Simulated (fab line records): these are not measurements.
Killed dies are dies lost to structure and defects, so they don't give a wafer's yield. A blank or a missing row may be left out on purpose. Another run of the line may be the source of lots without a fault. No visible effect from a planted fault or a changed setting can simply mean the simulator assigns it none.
Chamber matching    flow berkeley_cmos170    rie_diel-01 running UCB170_SPACER_ETCHBACK_03: 3 sister chambers
The step etches SiO2 in CHF3/CF4/Ar, stops on Si, target depth 376 nm, time 100 s. 3 wafers are shown with their chamber, then 7 later ones without.

EACH WAFER AND ITS CHAMBER
wafer   chamber  drypump_motor_current_A (A)
L712.6  0        6.5
L713.1  2        5.5
L713.2  3        4.8

WAFERS WITHOUT THEIR CHAMBER
wafer   drypump_motor_current_A (A)
L713.4  6.4
L719.3  5.5
L719.4  6.4
L719.5  4.8
L727.4  4.8
L727.5  6.4
L727.6  4.8

EACH ONE'S CHAMBER
wafer   from the rows above  in truth
L713.4  0                    0
L719.3  2                    2
L719.4  0                    0
L719.5  3                    3
L727.4  3                    3
L727.5  0                    0
L727.6  3                    3
Placed correctly: 7 of 7. Number that these rows cannot place: 0. Wrongly placed: 0.
How it was worked out, from the rows above alone: a wafer's distance from a chamber is the root of the sum, over the readings, of the square of ((its reading less the chamber's mean) divided by the reading's scatter). The wafer belongs to the nearest chamber; if the next one is less than 2 further off, it can't be placed. A chamber's mean is the mean of its shown wafers. The scatter: root of mean squared gap, hidden wafer to nearest shown wafer, with one shown wafer a chamber.
